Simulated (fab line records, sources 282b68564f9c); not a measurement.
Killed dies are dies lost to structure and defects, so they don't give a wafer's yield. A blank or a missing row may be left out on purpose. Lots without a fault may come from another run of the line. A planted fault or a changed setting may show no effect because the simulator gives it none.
fab line records | flow rit_cmos
record lots=6 wafers=18 last_day=7
route steps=202 shown SDANNEAL@156 PSD@157 NSD@158 PLDD@159 NLDD@160 SILICIDE@161 CONTACT@168 M1@202
lots that met no fault: from a run of the same line without faults
start_h: hours from the record's first day to the start of the lot's first wafer shown | wait_h: hours since the lot's step before | " the same as in the row above | L1.1+2: a row that stands for several wafers | - no value, or no start given | * or withheld: withheld | < > ~ a bound
route shown NAME@n: a module of which the file shows steps, and the number in the route of the first | usual: mean/standard deviation of fault-free wafers | same: alike in all rows | chamber/n: place in a boat | sites: the reading at each site | _std_site: their standard deviation | _edge_site: outer sites' mean less inner sites' | radius_mm: how far each site lies from the wafer's centre | mask NAME#n: copy n | behind: the tool/chamber that last shaped the wafer | hold: why the lot was held/for how many hours/how that ended | device: the transistor (n, p or np) that didn't switch | end of line: the same wafers' tests at the end of the route | a step without rows: its recipe alone | killed: dies lost to structure and defects at the first sort, not the wafer's yield | map: a wafer's dies, x killed, . not, _ none there
set.NAME: the setting as run; set.NAME@STEP: as run at that earlier step | model.NAME: the simulator's own value behind a step, which no gauge read
lots at some steps of the route; a table a step, a row a wafer
services: from which hour (start_h, from the record's first day; less than 0 if before it) a tool's chamber was out of use, for how many hours, and why
## steps
# step RIT_SDANNEAL_RTA_03
# recipe temp_c=1050 time_s=5 idle_temp_c=600 ramp_up_c_per_s=342 ramp_down_c_per_s=171 cool_to_c=600 ambient=N2
# usual wafer_temp_C_max=1053.5/1.1
# columns lot.wafer tool chamber start_h wait_h wafer_temp_C_max
L649.1 rtp_anneal-01 0 64.40 0.0 1052.9
L649.3 " 0 " " 1053.5
L649.5 " 0 " " 1055.3
L651.1 rtp_anneal-01 0 67.57 0.0 1053.1
L651.2 " 0 " " 1051.6
L651.5 " 0 " " 1053.1
L660.2 rtp_anneal-02 0 114.59 0.0 1053.0
L660.3 " 0 " " 1053.1
L660.6 " 0 " " 1052.1
L661.2 rtp_anneal-01 0 116.84 0.0 1052.8
L661.5 " 0 " " 1054.1
L661.6 " 0 " " 1051.1
L663.2 rtp_anneal-01 0 127.50 0.0 1054.2
L663.4 " 0 " " 1055.3
L663.5 " 0 " " 1055.1
L671.1 rtp_anneal-01 0 164.91 0.0 1053.1
L671.2 " 0 " " 1052.9
L671.3 " 0 " " 1052.6
# step RIT_SDANNEAL_RS_MEAS_04
# recipe thk_meas_gauge=four-point-probe
# usual PSD_RS=115.78/0.28
# columns lot.wafer tool chamber start_h wait_h PSD_RS[ohm/sq]
L649.1 film_metro-04 - 64.46 0.0 115.58
L649.3 " - " " 116.23
L649.5 " - " " 115.80
L651.1 film_metro-04 - 67.63 0.0 115.97
L651.2 " - " " 115.91
L651.5 " - " " 115.84
L660.2 film_metro-04 - 114.66 0.1 115.70
L660.3 " - " " 115.76
L660.6 " - " " 115.82
L661.2 film_metro-02 - 116.91 0.1 115.08
L661.5 " - " " 115.13
L661.6 " - " " 115.00
L663.2 film_metro-04 - 127.57 0.1 115.99
L663.4 " - " " 115.79
L663.5 " - " " 115.64
L671.1 film_metro-03 - 164.97 0.0 115.83
L671.2 " - " " 115.98
L671.3 " - " " 115.83
# step RIT_SDANNEAL_RS_MEAS_05
# recipe thk_meas_gauge=four-point-probe
# usual NSD_RS=84.42/0.23
# columns lot.wafer tool chamber start_h wait_h NSD_RS[ohm/sq]
L649.1 film_metro-04 - 64.58 0.1 84.57
L649.3 " - " " 84.55
L649.5 " - " " 84.78
L651.1 film_metro-04 - 67.75 0.1 84.42
L651.2 " - " " 84.63
L651.5 " - " " 84.77
L660.2 film_metro-04 - 114.78 0.1 84.15
L660.3 " - " " 84.49
L660.6 " - " " 84.56
L661.2 film_metro-02 - 117.03 0.1 84.34
L661.5 " - " " 84.56
L661.6 " - " " 84.33
L663.2 film_metro-04 - 127.69 0.1 84.05
L663.4 " - " " 83.88
L663.5 " - " " 84.22
L671.1 film_metro-03 - 165.09 0.1 84.40
L671.2 " - " " 84.64
L671.3 " - " " 84.81
# step RIT_SDANNEAL_RS_MEAS_06
# recipe thk_meas_gauge=four-point-probe
# usual PLDD_RS=179.6/0.45
# columns lot.wafer tool chamber start_h wait_h PLDD_RS[ohm/sq]
L649.1 film_metro-04 - 64.70 0.1 179.1
L649.3 " - " " 179.7
L649.5 " - " " 179.1
L651.1 film_metro-04 - 67.87 0.1 179.6
L651.2 " - " " 180.2
L651.5 " - " " 180.0
L660.2 film_metro-04 - 114.90 0.1 179.8
L660.3 " - " " 180.0
L660.6 " - " " 179.9
L661.2 film_metro-02 - 117.15 0.1 179.1
L661.5 " - " " 178.8
L661.6 " - " " 179.0
L663.2 film_metro-04 - 127.81 0.1 179.7
L663.4 " - " " 179.7
L663.5 " - " " 179.0
L671.1 film_metro-03 - 165.21 0.1 180.0
L671.2 " - " " 179.4
L671.3 " - " " 180.0
# step RIT_SDANNEAL_RS_MEAS_07
# recipe thk_meas_gauge=four-point-probe
# usual NLDD_RS=151.5/0.51
# columns lot.wafer tool chamber start_h wait_h NLDD_RS[ohm/sq]
L649.1 film_metro-04 - 64.82 0.1 151.8
L649.3 " - " " 151.7
L649.5 " - " " 151.6
L651.1 film_metro-04 - 67.99 0.1 151.3
L651.2 " - " " 152.0
L651.5 " - " " 152.1
L660.2 film_metro-04 - 115.02 0.1 152.3
L660.3 " - " " 151.6
L660.6 " - " " 151.4
L661.2 film_metro-02 - 117.27 0.1 152.5
L661.5 " - " " 152.2
L661.6 " - " " 152.2
L663.2 film_metro-04 - 127.93 0.1 151.7
L663.4 " - " " 151.8
L663.5 " - " " 151.4
L671.1 film_metro-03 - 165.33 0.1 150.8
L671.2 " - " " 151.4
L671.3 " - " " 150.9
# step RIT_SILICIDE_WET_ETCH_00
# recipe chemistry=BOE target=SiO2 target_depth_nm=14 time_s=15 dry=n2_spin dilution=10:1 temp_c=21.5
# step RIT_SILICIDE_SPUTTER_01
# recipe material=Ti target_thk_nm=30 power_w=358.6 chamber_pressure_pa=0.667 gas=Ar time_s=240 substrate_temp_c=25
# usual throttle_valve_pct=30.4/0.94
# columns lot.wafer tool chamber start_h wait_h throttle_valve_pct
L649.1 pvd_sputter-01 - 64.95 0.0 30.3
L649.3 " - " " 31.1
L649.5 " - " " 29.8
L651.1 pvd_sputter-01 - 68.12 0.0 29.6
L651.2 " - " " 31.0
L651.5 " - " " 31.2
L660.2 pvd_sputter-01 - 115.14 0.0 30.7
L660.3 " - " " 30.3
L660.6 " - " " 30.5
L661.2 pvd_sputter-02 - 117.38 0.0 32.7
L661.5 " - " " 32.9
L661.6 " - " " 28.9
L663.2 pvd_sputter-04 - 128.04 0.0 30.9
L663.4 " - " " 32.7
L663.5 " - " " 29.3
L671.1 pvd_sputter-01 - 165.46 0.0 30.1
L671.2 " - " " 30.8
L671.3 " - " " 31.1
# step RIT_SILICIDE_RS_MEAS_02
# recipe thk_meas_gauge=four-point-probe reads=Ti_of_SILICIDE_SPUTTER_01
# usual SILICIDE_TI_RS=46.2/0.72
# columns lot.wafer tool chamber start_h wait_h SILICIDE_TI_RS[ohm/sq]
L649.1 film_metro-01 - 65.10 0.1 45.8
L649.3 " - " " 45.5
L649.5 " - " " 45.6
L651.1 film_metro-03 - 68.27 0.1 46.2
L651.2 " - " " 45.2
L651.5 " - " " 45.7
L660.2 film_metro-01 - 115.31 0.1 46.2
L660.3 " - " " 45.8
L660.6 " - " " 46.6
L661.2 film_metro-02 - 117.55 0.1 46.3
L661.5 " - " " 46.5
L661.6 " - " " 45.6
L663.2 film_metro-03 - 128.21 0.1 46.1
L663.4 " - " " 46.2
L663.5 " - " " 46.8
L671.1 film_metro-03 - 165.61 0.1 45.4
L671.2 " - " " 46.1
L671.3 " - " " 45.5
# step RIT_SILICIDE_THK_MEAS_03
# recipe thk_meas_gauge=xrf reads=Ti_of_SILICIDE_SPUTTER_01
# usual SILICIDE_TI_THK=31.3/0.4
# columns lot.wafer tool chamber start_h wait_h SILICIDE_TI_THK[nm]
L649.1 film_metro-01 - 65.22 0.1 31.7
L649.3 " - " " 31.9
L649.5 " - " " 31.9
L651.1 film_metro-03 - 68.39 0.1 31.3
L651.2 " - " " 31.9
L651.5 " - " " 31.6
L660.2 film_metro-01 - 115.42 0.1 31.5
L660.3 " - " " 31.6
L660.6 " - " " 31.2
L661.2 film_metro-02 - 117.66 0.1 31.0
L661.5 " - " " 30.9
L661.6 " - " " 31.4
L663.2 film_metro-03 - 128.32 0.1 31.1
L663.4 " - " " 31.3
L663.5 " - " " 31.1
L671.1 film_metro-03 - 165.73 0.1 31.7
L671.2 " - " " 31.4
L671.3 " - " " 31.7
# step RIT_SILICIDE_RTA_04
# recipe temp_c=650 time_s=10 idle_temp_c=25 ramp_up_s=5 ramp_down_s=5 cool_to_c=25 ambient=N2
# usual wafer_temp_C_max=653.2/0.61
# columns lot.wafer tool chamber start_h wait_h wafer_temp_C_max
L649.1 rtp_anneal-02 0 65.28 0.1 653.1
L649.3 " 0 " " 653.2
L649.5 " 0 " " 652.6
L651.1 rtp_anneal-02 0 68.45 0.1 653.2
L651.2 " 0 " " 653.9
L651.5 " 0 " " 653.8
L660.2 rtp_anneal-01 0 115.48 0.1 653.1
L660.3 " 0 " " 652.7
L660.6 " 0 " " 652.8
L661.2 rtp_anneal-02 0 117.72 0.1 652.9
L661.5 " 0 " " 653.6
L661.6 " 0 " " 652.9
L663.2 rtp_anneal-02 0 128.38 0.1 653.7
L663.4 " 0 " " 653.8
L663.5 " 0 " " 653.0
L671.1 rtp_anneal-02 0 165.79 0.1 653.6
L671.2 " 0 " " 653.5
L671.3 " 0 " " 652.9
# step RIT_SILICIDE_WET_ETCH_05
# recipe chemistry=SPM target=Ti temp_c=90 time_s=120 dry=n2_spin
# step RIT_SILICIDE_RTA_06
# recipe temp_c=750 time_s=10 idle_temp_c=25 ramp_up_s=5 ramp_down_s=10 cool_to_c=25 ambient=N2
# usual wafer_temp_C_max=753.7/0.71
# columns lot.wafer tool chamber start_h wait_h wafer_temp_C_max
L649.1 rtp_anneal-01 0 65.39 0.0 752.8
L649.3 " 0 " " 753.2
L649.5 " 0 " " 753.6
L651.1 rtp_anneal-01 0 68.56 0.0 753.1
L651.2 " 0 " " 754.4
L651.5 " 0 " " 754.2
L660.2 rtp_anneal-02 0 115.59 0.0 753.8
L660.3 " 0 " " 753.2
L660.6 " 0 " " 753.9
L661.2 rtp_anneal-01 0 117.83 0.0 754.5
L661.5 " 0 " " 754.4
L661.6 " 0 " " 753.4
L663.2 rtp_anneal-01 0 128.49 0.0 754.2
L663.4 " 0 " " 753.7
L663.5 " 0 " " 753.3
L671.1 rtp_anneal-01 0 165.95 0.0 753.1
L671.2 " 0 " " 755.3
L671.3 " 0 " " 754.2
# step RIT_CONTACT_CVD_00
# recipe material=SiO2 target_thk_nm=400 precursor=TEOS temp_c=390 time_s=61 rf_w=400
# usual heater_power_w=313/50
# columns lot.wafer tool chamber start_h wait_h heater_power_w model.SiO2_of_CONTACT_CVD_00.thk_nm
L649.1 pecvd-02 0 65.45 0.1 302 403.1
L649.3 " 1 " " 302 399.4
L649.5 " 2 " " 290 404
L651.1 pecvd-03 0 68.63 0.1 218 392.6
L651.2 " 1 " " 351 395.6
L651.5 " 0 " " 234 394.4
L660.2 pecvd-03 2 115.64 0.0 326 396.2
L660.3 " 1 " " 362 759.3
L660.6 " 1 " " 363 768.5
L661.2 pecvd-02 2 117.88 0.0 302 399
L661.5 " 0 " " 284 401.7
L661.6 " 2 " " 315 405
L663.2 pecvd-03 1 128.55 0.0 358 758.1
L663.4 " 0 " " 274 395.5
L663.5 " 2 " " 300 395.6
L671.1 pecvd-01 2 166.01 0.1 428 393.6
L671.2 " 1 " " 286 395.9
L671.3 " 0 " " 306 391.4
# step RIT_CONTACT_THK_MEAS_01
# recipe reads=SiO2_of_CONTACT_CVD_00
# usual CONTACT_TEOS_THK=400/4.8
# columns lot.wafer tool chamber start_h wait_h CONTACT_TEOS_THK[nm]
L649.1 film_metro-01 - 65.50 0.0 403
L649.3 " - " " 399
L649.5 " - " " 404
L651.1 film_metro-01 - 68.68 0.0 392
L651.2 " - " " 396
L651.5 " - " " 395
L660.2 film_metro-02 - 115.70 0.0 396
L660.3 " - " " 759
L660.6 " - " " 769
L661.2 film_metro-04 - 117.94 0.0 399
L661.5 " - " " 402
L661.6 " - " " 405
L663.2 film_metro-02 - 128.61 0.0 758
L663.4 " - " " 395
L663.5 " - " " 396
L671.1 film_metro-04 - 166.06 0.0 394
L671.2 " - " " 396
L671.3 " - " " 391
# step RIT_CONTACT_HMDS_02
# recipe prime_time_s=60 prime_temp_c=140
# step RIT_CONTACT_COAT_03
# recipe resist=NOVOLAK spin_rpm=3250 resist_thk_nm=1000
# step RIT_CONTACT_SOFTBAKE_04
# recipe resist=NOVOLAK temp_c=90 time_s=60
# step RIT_CONTACT_EXPOSE_05
# recipe mask_id=M11 na=0.6 source_shape=conventional sigma_outer=0.5 target_cd_nm=1000 dose_mj=250
# step RIT_CONTACT_PEB_06
# recipe resist=NOVOLAK temp_c=withheld time_s=withheld
# step RIT_CONTACT_DEVELOP_07
# recipe resist=NOVOLAK develop_time_s=120 dev_temp_c=23
# step RIT_CONTACT_CD_MEAS_08
# recipe target_cd_nm=1000
# usual cd_nm=999.8/2.4
# columns lot.wafer tool chamber start_h wait_h cd_nm
L649.1 cd_sem-01 - 66.75 - 998.3
L649.3 " - " " 1002.8
L649.5 " - " " 1000.9
L651.1 cd_sem-01 - 70.04 - 1000.4
L651.2 " - " " 999.4
L651.5 " - " " 1003.0
L660.2 cd_sem-02 - 116.74 - 999.5
L660.3 " - " " 999.3
L660.6 " - " " 999.5
L661.2 cd_sem-02 - 119.27 - 998.3
L661.5 " - " " 1000.5
L661.6 " - " " 998.2
L663.2 cd_sem-01 - 129.64 - 1000.5
L663.4 " - " " 1001.7
L663.5 " - " " 1002.0
L671.1 cd_sem-01 - 167.22 - 1001.2
L671.2 " - " " 997.9
L671.3 " - " " 999.1
# step RIT_CONTACT_OVL_MEAS_09
# usual CONTACT_OVL=0.6/1.1
# columns lot.wafer tool chamber start_h wait_h CONTACT_OVL[nm]
L649.1 overlay-02 - 66.87 0.1 -0.8
L649.3 " - " " -1.0
L649.5 " - " " -0.3
L651.1 overlay-01 - 70.16 0.1 1.1
L651.2 " - " " 1.3
L651.5 " - " " 2.1
L660.2 overlay-01 - 116.85 0.1 2.4
L660.3 " - " " 1.8
L660.6 " - " " 0.8
L661.2 overlay-02 - 119.38 0.1 -0.5
L661.5 " - " " 1.4
L661.6 " - " " 0.5
L663.2 overlay-02 - 129.76 0.1 0.5
L663.4 " - " " -0.5
L663.5 " - " " 0.4
L671.1 overlay-01 - 167.34 0.1 0.8
L671.2 " - " " -1.6
L671.3 " - " " -0.6
# step RIT_CONTACT_HARDBAKE_10
# recipe resist=NOVOLAK temp_c=140 time_s=60
# step RIT_CONTACT_ETCH_11
# recipe target_depth_a=4800 over_etch_frac=0.2 stop_on=TiSi2 chemistry=CHF3/CF4/Ar target=SiO2 CHF3_flow_sccm=50 cf4_flow_sccm=10 Ar_flow_sccm=100 O2_flow_sccm=5 pressure_mtorr=100 rf_w=200 time_s=320
# usual drypump_motor_current_A=5.7/0.49 mfc_ar_sccm=100.0/0.32 oes_product_au=0.984/0.014 throttle_valve_pct=8.83/0.12
# columns lot.wafer tool chamber start_h wait_h drypump_motor_current_A mfc_ar_sccm oes_product_au rf_hours_counter_h throttle_valve_pct model.etch.depth_nm model.CONTACT.feature_depth_nm
L649.1 rie_diel-04 1 67.05 0.1 6.8 100.4 0.997 33 8.87 403.1 403.1
L649.3 " 2 " " 6.0 100.2 0.965 5 8.59 399.4 399.4
L649.5 " 0 " " 5.3 99.6 1.003 - 8.74 404 404
L651.1 rie_diel-04 2 70.34 0.1 6.0 99.9 0.957 5 8.62 392.6 392.6
L651.2 " 1 " " 6.8 100.8 0.992 33 8.87 395.6 395.6
L651.5 " 1 " " 6.8 100.4 0.985 - 8.87 394.4 394.4
L660.2 rie_diel-01 0 117.03 0.1 4.9 99.4 1.000 1 8.84 396.2 396.2
L660.3 " 2 " " 5.0 99.9 1.002 76 8.75 480.8 480.8
L660.6 " 2 " " 5.0 100.0 1.015 - 8.76 478.6 478.6
L661.2 rie_diel-04 2 119.56 0.1 6.0 100.3 0.953 6 8.61 399 399
L661.5 " 3 " " 5.7 99.9 0.997 - 8.89 401.7 401.7
L661.6 " 0 " " 5.3 99.7 0.998 - 8.72 405 405
L663.2 rie_diel-01 0 130.26 0.1 4.9 99.8 1.013 1 8.85 489 489
L663.4 " 0 " " 4.9 100.0 0.998 - 8.82 395.5 395.5
L663.5 " 3 " " 5.6 99.9 0.967 - 8.89 395.6 395.6
L671.1 rie_diel-01 2 167.67 0.1 5.0 100.1 0.998 77 8.77 393.6 393.6
L671.2 " 0 " " 4.9 99.8 0.994 2 8.84 395.9 395.8
L671.3 " 3 " " 5.6 100.3 0.963 29 8.90 391.4 391.4
# step RIT_CONTACT_STRIP_12
# recipe chemistry=O2 time_s=172.5 resist=NOVOLAK platen_temp_c=withheld power_w=500 pressure_mtorr=4000 o2_flow_sccm=4000
# usual drypump_motor_current_A=5.6/0.36
# columns lot.wafer tool chamber start_h wait_h drypump_motor_current_A rf_hours_counter_h
L649.1 plasma_asher-01 1 67.25 0.1 5.7 36
L649.3 " 1 " " 5.7 -
L649.5 " 0 " " 5.9 -
L651.1 plasma_asher-01 1 70.54 0.1 5.8 36
L651.2 " 0 " " 5.9 36
L651.5 " 1 " " 5.7 -
L660.2 plasma_asher-03 0 117.22 0.1 5.2 33
L660.3 " 0 " " 5.2 -
L660.6 " 1 " " 5.1 -
L661.2 plasma_asher-04 1 119.75 0.1 6.0 0
L661.5 " 0 " " 6.0 -
L661.6 " 1 " " 6.0 -
L663.2 plasma_asher-01 1 130.45 0.1 5.7 43
L663.4 " 1 " " 5.7 -
L663.5 " 1 " " 5.7 -
L671.1 plasma_asher-03 1 167.87 0.1 5.1 39
L671.2 " 0 " " 5.2 39
L671.3 " 0 " " 5.2 -
# step RIT_CONTACT_CD_MEAS_90
# recipe target_cd_nm=1000
# usual cd_nm=999.9/2.4
# columns lot.wafer tool chamber start_h wait_h cd_nm
L649.1 cd_sem-01 - 67.42 0.1 998.3
L649.3 " - " " 1003.4
L649.5 " - " " 1001.3
L651.1 cd_sem-02 - 70.71 0.1 1000.7
L651.2 " - " " 999.7
L651.5 " - " " 1003.3
L660.2 cd_sem-02 - 117.41 0.1 999.6
L660.3 " - " " 999.2
L660.6 " - " " 999.7
L661.2 cd_sem-02 - 119.95 0.1 999.1
L661.5 " - " " 1000.4
L661.6 " - " " 998.1
L663.2 cd_sem-02 - 130.65 0.1 1000.8
L663.4 " - " " 1002.1
L663.5 " - " " 1001.9
L671.1 cd_sem-02 - 168.04 0.1 1001.4
L671.2 " - " " 997.3
L671.3 " - " " 999.2
# step RIT_CONTACT_CLEAN_13
# recipe chemistry=SC1 mix=3:3:50 time_s=600 temp_c=75
# usual bath_guard_temp_C=74.9/0.45 bath_heat_duty_pct=15.6/1.9 temp_c=74.99/0.12
# columns lot.wafer tool chamber start_h wait_h bath_guard_temp_C bath_heat_duty_pct temp_c model.SiO2_of_CONTACT_CVD_00.thk_nm
L649.1 wet_bench-01 1 67.54 0.1 75.0 16.0 75.11 399
L649.3 " 1 " " 75.0 17.2 75.01 395.4
L649.5 " 1 " " 74.9 18.0 74.97 400
L651.1 wet_bench-01 2 70.83 0.1 74.7 12.8 75.03 388.5
L651.2 " 2 " " 74.7 11.8 75.00 391.6
L651.5 " 2 " " 74.5 13.0 75.19 390.4
L660.2 wet_bench-03 2 117.51 0.1 74.3 13.5 75.03 392.1
L660.3 " 2 " " 74.4 14.5 74.84 755.2
L660.6 " 2 " " 74.2 15.2 75.02 764.4
L661.2 wet_bench-02 2 120.05 0.1 75.2 15.9 74.88 394.9
L661.5 " 2 " " 74.9 15.2 74.99 397.6
L661.6 " 2 " " 74.7 14.7 75.03 400.9
L663.2 wet_bench-03 0 130.75 0.1 75.3 16.9 74.87 754
L663.4 " 0 " " 75.5 14.8 74.97 391.4
L663.5 " 0 " " 74.9 15.9 74.99 391.5
L671.1 wet_bench-01 2 168.16 0.1 75.0 12.9 75.00 389.6
L671.2 " 2 " " 74.8 12.9 75.12 391.8
L671.3 " 2 " " 74.7 12.2 74.93 387.4
# step RIT_CONTACT_CLEAN_14
# recipe chemistry=SC2 mix=3:3:50 time_s=600 temp_c=75 dry=n2_spin
# step RIT_M1_PROBE_99
# usual killed_at_contacts=0.1/0.23 killed_at_front_end=6.6/2.8 killed_dies=6.6/2.8 killed_on_rim=1.8/1.4 killed_open=3.3/2 killed_short=3.2/1.7
# same gross_dies=264 killed_at_M0_to_M3=0 killed_at_M4_up=0 killed_at_back_side=0 killed_at_other=0
# columns lot.wafer tool chamber start_h wait_h killed_at_contacts killed_at_front_end killed_dies killed_on_rim killed_open killed_short
L649.1 prober-02 - 72.54 0.1 0 5 5 2 1 4
L649.3 prober-02 - 72.64 0.2 0 11 11 3 5 6
L649.5 prober-02 - 72.74 0.2 0 4 4 0 3 1
L660.2 prober-01 - 122.08 0.1 0 3 3 0 0 3
L660.3 prober-01 - 122.13 0.2 257 7 264 70 5 2
L660.6 prober-01 - 122.28 0.2 259 5 264 70 3 2
L661.6 prober-02 - 124.89 0.2 0 2 2 1 1 1
L663.2 prober-02 - 135.35 0.1 259 5 264 70 4 2
# killed by level:class
L649.1 SILICIDE:geometric_particle:short=2 FOX1:geometric_particle:short=1 GATE:geometric_particle:open=1 GATE:geometric_particle:short=1
L649.3 SPACER:geometric_particle:short=3 FOX1:geometric_particle:open=2 SILICIDE:geometric_particle:short=2 GATE:geometric_particle:short=1 GATE:geometric_particle:open=1 SPACER:geometric_particle:open=1 SILICIDE:geometric_particle:open=1
L649.5 REOX:geometric_particle:open=2 REOX:geometric_particle:short=1 SILICIDE:geometric_particle:open=1
L660.2 GATE:geometric_particle:short=2 REOX:geometric_particle:short=1
L660.3 CONTACT:area_etch=257 SPACER:geometric_particle:open=2 ACTIVE:geometric_particle:short=1 FOX1:geometric_particle:open=1 GATE:geometric_particle:open=1 GATE:geometric_particle:short=1 REOX:geometric_particle:open=1
L660.6 CONTACT:area_etch=259 GATE:geometric_particle:open=2 FOX2:geometric_particle:short=1 SPACER:geometric_particle:open=1 SPACER:geometric_particle:short=1
L661.6 GATE:geometric_particle:open=1 REOX:geometric_particle:short=1
L663.2 CONTACT:area_etch=258 FOX1:geometric_particle:short=1 FOX1:geometric_particle:open=1 FOX2:geometric_particle:open=1 REOX:geometric_particle:open=1 SPACER:geometric_particle:short=1 CONTACT:geometric_particle:open=1
# map L660.3 (x killed, . not)
________xxxxxxx_______
_____xxxxxxxxxxxxx____
____xxxxxxxxxxxxxxx___
___xxxxxxxxxxxxxxxxx__
__xxxxxxxxxxxxxxxxxxx_
__xxxxxxxxxxxxxxxxxxx_
_xxxxxxxxxxxxxxxxxxxxx
_xxxxxxxxxxxxxxxxxxxxx
_xxxxxxxxxxxxxxxxxxxxx
_xxxxxxxxxxxxxxxxxxxxx
__xxxxxxxxxxxxxxxxxxx_
__xxxxxxxxxxxxxxxxxxx_
___xxxxxxxxxxxxxxxxx__
____xxxxxxxxxxxxxxx___
_____xxxxxxxxxxxxx____
________xxxxxxx_______
# map L663.2 (x killed, . not)
________xxxxxxx_______
_____xxxxxxxxxxxxx____
____xxxxxxxxxxxxxxx___
___xxxxxxxxxxxxxxxxx__
__xxxxxxxxxxxxxxxxxxx_
__xxxxxxxxxxxxxxxxxxx_
_xxxxxxxxxxxxxxxxxxxxx
_xxxxxxxxxxxxxxxxxxxxx
_xxxxxxxxxxxxxxxxxxxxx
_xxxxxxxxxxxxxxxxxxxxx
__xxxxxxxxxxxxxxxxxxx_
__xxxxxxxxxxxxxxxxxxx_
___xxxxxxxxxxxxxxxxx__
____xxxxxxxxxxxxxxx___
_____xxxxxxxxxxxxx____
________xxxxxxx_______
## services
# columns tool chamber start_h hours kind
pvd_sputter-01 - 46.64 0.7 repair
plasma_asher-03 - 52.89 14.6 pm
rie_diel-01 0 72.34 - clean
rie_diel-01 0 72.34 - consumable_replace:esc
rie_diel-01 0 72.34 20.8 scheduled_down
rie_diel-01 0 72.34 20.8 vent_cycle
pecvd-03 - 85.27 1.0 repair
rie_diel-01 1 86.22 10.6 repair
rie_diel-04 2 87.08 5.0 repair
pecvd-01 - 89.32 6.0 pm
pecvd-01 0 99.99 13.7 repair
plasma_asher-04 - 108.75 9.0 pm
plasma_asher-04 0 108.75 9.0 vent_cycle
plasma_asher-04 1 108.75 9.0 vent_cycle
plasma_asher-04 0 117.75 - clean
plasma_asher-04 1 117.75 - clean
wet_bench-01 - 126.36 3.5 repair
rie_diel-01 2 127.12 22.4 repair
plasma_asher-01 - 134.42 1.8 repair
pecvd-01 1 136.30 19.4 repair
wet_bench-03 - 148.25 2.2 repair
pvd_sputter-04 - 164.15 2.6 repair
rie_diel-01 - 164.62 2.1 repair
## key
first_sign step=RIT_CONTACT_THK_MEAS_01 reading=CONTACT_TEOS_THK direction=up sigmas=75 usual=400 struck=762
effect step=RIT_M1_PROBE_99 reading=killed_at_contacts direction=up sigmas=99+ usual=0.1 struck=258.3
model_effect step=RIT_CONTACT_CVD_00 value=SiO2_of_CONTACT_CVD_00.thk_nm without=397.6 struck=762
model_effect step=RIT_CONTACT_ETCH_11 value=etch.depth_nm without=397.6 struck=482.8
model_effect step=RIT_CONTACT_CLEAN_13 value=SiO2_of_CONTACT_CVD_00.thk_nm without=393.5 struck=757.9
more_kills_born_at RIT_CONTACT_ETCH_11@rie_diel-01=774
met_at RIT_CONTACT_CVD_00
struck_wafers L660.3,L660.6,L663.2
later_rows_left_out L660.3,L660.6,L663.2
tester_left_out L660,L663
onset_between 68.63 115.64
fault kind=process_parameter_drift tool=pecvd-03 chamber=1 onset_h=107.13 steps=RIT_CONTACT_CVD_00 channel=target_thk_nm offset=365.31 shape=step end_h=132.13 stated=400
# tester_left_out: of these lots the tester's yield and bins aren't shown, on N5 and GAA mostly nor the transistor test; their killed dies are dies lost to structure and defects alone, not to doping, threshold or leakage, so they don't give the yield
# later_rows_left_out: the simulator's readings of these wafers behind a module that went badly wrong aren't trusted and aren't shown, but for the sort
